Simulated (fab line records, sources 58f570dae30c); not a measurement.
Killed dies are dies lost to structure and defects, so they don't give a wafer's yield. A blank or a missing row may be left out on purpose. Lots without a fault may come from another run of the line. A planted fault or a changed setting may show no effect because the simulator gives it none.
Tool commonality check | flow berkeley_cmos170 | 12 lots, 36 wafers sampled

WHY IT WAS OPENED
At UCB170_NLDD_TW_MEAS_11 the reading NLDD_TW is flagged on 2 of 12 lots. Wafers without a fault read 2234, standard deviation 13.
Rule: a lot is flagged when every wafer of it that has a number lies more than 4 standard deviations from that mean, or none has a number. The other lots count as sound.

lot  | measured     | on            | NLDD_TW, wafer by wafer | flag
L206 | day 6 03:06  | film_metro-03 | 2238 2230 2237          |
L207 | day 6 20:39  | film_metro-04 | 2253 2255 2251          |
L208 | day 7 02:40  | film_metro-01 | 2223 2229 2232          |
L210 | day 7 13:37  | film_metro-03 | 2225 2223 2219          |
L209 | day 7 13:44  | film_metro-04 | 2259 2245 2255          |
L212 | day 7 14:02  | film_metro-03 | 2224 2219 2227          |
L214 | day 7 22:26  | film_metro-01 | 2232 2222 2240          |
L211 | day 7 23:44  | film_metro-01 | 2352 2343 2343          | FLAGGED
L221 | day 9 10:34  | film_metro-01 | 2348 2329 2342          | FLAGGED
L223 | day 9 12:18  | film_metro-03 | 2228 2221 2221          |
L228 | day 10 15:47 | film_metro-01 | 2233 2247 2234          |
L227 | day 10 15:57 | film_metro-04 | 2250 2249 2243          |
The numbers of the flagged lots are 2343 on average: +109 against the usual, or +8 standard deviations.

WHICH TOOL RAN EACH LOT
The record holds 1 process step before the reading, out of a route of 331 steps. In each cell: the tool, then ch and the chambers that the sampled wafers went through, then the start.
lot  | flag    | UCB170_NLDD_IMPLANT_08
L206 |         | implanter-03 ch 0, day 6 02:43
L207 |         | implanter-01 ch 0, day 6 20:16
L208 |         | implanter-03 ch 0, day 7 02:16
L210 |         | implanter-03 ch 0, day 7 13:13
L209 |         | implanter-02 ch 0, day 7 13:20
L212 |         | implanter-02 ch 0, day 7 13:40
L214 |         | implanter-01 ch 0, day 7 22:02
L211 | FLAGGED | implanter-02 ch 0, day 7 23:20
L221 | FLAGGED | implanter-02 ch 0, day 9 10:10
L223 |         | implanter-03 ch 0, day 9 11:52
L228 |         | implanter-03 ch 0, day 10 15:23
L227 |         | implanter-01 ch 0, day 10 15:35
What these steps do:
- UCB170_NLDD_IMPLANT_08
- UCB170_NLDD_TW_MEAS_11

FLAGGED OVER TOTAL, TOOL BY TOOL (the gauges that took the reading come last)
step                   | tool          | lots run | flagged | share of the flagged lots | sound lots run after its first flagged lot
UCB170_NLDD_IMPLANT_08 | implanter-01  | 3        | 0       | none                      | -
UCB170_NLDD_IMPLANT_08 | implanter-02  | 4        | 2       | all                       | 0
UCB170_NLDD_IMPLANT_08 | implanter-03  | 5        | 0       | none                      | -
UCB170_NLDD_TW_MEAS_11 | film_metro-01 | 5        | 2       | all                       | 1 (L228)
UCB170_NLDD_TW_MEAS_11 | film_metro-03 | 4        | 0       | none                      | -
UCB170_NLDD_TW_MEAS_11 | film_metro-04 | 3        | 0       | none                      | -

WHAT THE TABLE ALLOWS
2 rows of the table ran every flagged lot: implanter-02 at UCB170_NLDD_IMPLANT_08, film_metro-01 at UCB170_NLDD_TW_MEAS_11.
- implanter-02 at UCB170_NLDD_IMPLANT_08: 2 of its 4 lots flagged. Its last sound lot is L212 (day 7 13:40), its first flagged lot L211 (day 7 23:20): a fault that began between those two fits. Its own readings lie more than 4 standard deviations out on every wafer of the flagged lots: dose_ions_cm2, faraday_current_uA.
- film_metro-01 at UCB170_NLDD_TW_MEAS_11: 2 of its 5 lots flagged. Sound lots ran on it after the first flagged one (L228), which a lasting fault on the whole tool wouldn't allow.
One tool is left: implanter-02 at UCB170_NLDD_IMPLANT_08.

WHAT THE SIMULATOR HAD PUT IN
Process parameter drift: implanter-02, from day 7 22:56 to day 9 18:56, at UCB170_NLDD_IMPLANT_08. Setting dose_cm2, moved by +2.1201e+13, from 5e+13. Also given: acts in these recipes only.
Lots struck among those shown: L211, L221. The rule above found the same.
